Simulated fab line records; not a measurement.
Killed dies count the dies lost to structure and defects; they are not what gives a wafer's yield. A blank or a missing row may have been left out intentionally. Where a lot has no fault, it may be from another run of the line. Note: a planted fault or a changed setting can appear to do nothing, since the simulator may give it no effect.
Chamber matching	flow berkeley_cmos170	rie_diel-01 running UCB170_M1_ETCH_11: 3 sister chambers
The step etches BARC in N2/H2. 6 wafers are shown with their chamber, then 7 later ones without.

== WAFERS WITH THEIR CHAMBER ==
wafer	chamber	throttle_valve_pct (%)	drypump_motor_current_A (A)
L674.4	3	13.47	5.6
L688.1	1	13.02	6.4
L688.6	1	13.03	6.4
L690.3	3	13.48	5.5
L691.1	2	13.23	5.0
L691.5	2	13.24	5.0

== WAFERS WHOSE CHAMBER IS MISSING ==
wafer	throttle_valve_pct (%)	drypump_motor_current_A (A)
L691.6	13.03	6.4
L695.1	13.50	5.5
L695.3	13.04	6.5
L695.4	13.25	5.0
L696.2	13.02	6.4
L696.4	13.51	5.6
L696.5	13.03	6.4

== WHICH CHAMBER EACH WENT THROUGH ==
wafer	from the rows above	in truth
L691.6	1	1
L695.1	3	3
L695.3	1	1
L695.4	2	2
L696.2	1	1
L696.4	3	3
L696.5	1	1
7 of 7 placed correctly. From these rows, 0 cannot be placed. Wrongly placed: 0.
How it was worked out, from the rows above alone: a wafer's distance from a chamber is the root of the sum, over the readings, of the square of ((its reading less the chamber's mean) divided by the reading's scatter). The wafer belongs to the nearest chamber; if the next one is less than 2 further off, it can't be placed. The mean given for a chamber averages the wafers shown for that chamber. The scatter: take each reading less its chamber's mean, square it, sum over the shown wafers, divide by the number of wafers less the number of chambers, and take the root.
